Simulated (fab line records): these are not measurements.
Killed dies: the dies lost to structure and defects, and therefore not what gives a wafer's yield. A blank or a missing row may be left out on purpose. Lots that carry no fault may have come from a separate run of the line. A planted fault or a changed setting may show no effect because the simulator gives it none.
A single fault, viewed from 2 desks | flow berkeleyCmos170 | numbers are kept per desk, each desk with only its own; the story behind them comes last

== THE METROLOGY DESK ==
What the gauges read, lot by lot, whatever tool the lot ran on: means of the sampled wafers that have a number. Marked OUT: a lot whose mean sits more than 4 standard deviations from the usual mean, which makes it out of limits; the brackets give that distance.
Columns: A = M1_OVL at UCB170_M1_OVL_MEAS_10, usual -4 nm; B = M3_AL_THK at UCB170_M3_THK_MEAS_03, usual 902 nm
lot  | first seen here | A   | B
L286 | day 7 02:12     | 1   | 911
L285 | day 7 04:11     | -3  | 904
L287 | day 7 13:28     | -5  | 888
L290 | day 7 19:04     | -1  | 912
L294 | day 9 06:34     | -5  | 925
L291 | day 9 06:49     | -6  | 897
L292 | day 9 07:05     | -8  | 910
L295 | day 9 17:22     | -2  | 926
L296 | day 10 03:07    | -8  | 897
L299 | day 10 09:29    | -11 | 897
L300 | day 10 12:26    | -8  | 882
L304 | day 11 15:17    | 3   | 892
L306 | day 12 01:26    | 0   | 900
L308 | day 12 11:19    | -3  | 900
This desk's verdict: no lot among the 14 shows anything out of limits.

== THE TOOL OWNER'S DESK: rieDiel-01 ==
The tool's own readings at UCB170_V1_ETCH_14 (etches SiO2 in CHF3/CF4/Ar, stops on Al, target depth 1250 nm, time 291 s): means of the sampled wafers that have a number, for each lot that ran on this tool. Marked OUT: a lot whose mean sits more than 4 standard deviations from the usual mean, which makes it out of limits; the brackets give that distance.
Columns: A = chamberPressureMTorr at UCB170_V1_ETCH_14, usual 199.96 mTorr; B = drypumpMotorCurrentA at UCB170_V1_ETCH_14, usual 5.7 A; C = oesProductAu at UCB170_V1_ETCH_14, usual 0.873 a.u.; D = throttleValvePct at UCB170_V1_ETCH_14, usual 6.99 %
lot  | first seen here | A      | B   | C     | D
L287 | day 7 21:31     | 199.82 | 6.0 | 0.876 | 7.12
L290 | day 8 04:49     | 199.76 | 6.1 | 0.884 | 7.08
L292 | day 9 15:57     | 199.95 | 6.1 | 0.875 | 7.04
L296 | day 10 12:07    | 199.83 | 6.1 | 0.878 | 7.12
L299 | day 10 17:16    | 200.12 | 6.2 | 0.881 | 7.10
L300 | day 10 19:21    | 199.90 | 6.1 | 0.882 | 7.10
This desk's verdict: no lot among the 6 shows anything out of limits.

== PUT TOGETHER ==
At the metrology desk, nothing out of limits was observed.
The tool owner's desk saw nothing out of limits.

== WHAT THE SIMULATOR HAD PUT IN ==
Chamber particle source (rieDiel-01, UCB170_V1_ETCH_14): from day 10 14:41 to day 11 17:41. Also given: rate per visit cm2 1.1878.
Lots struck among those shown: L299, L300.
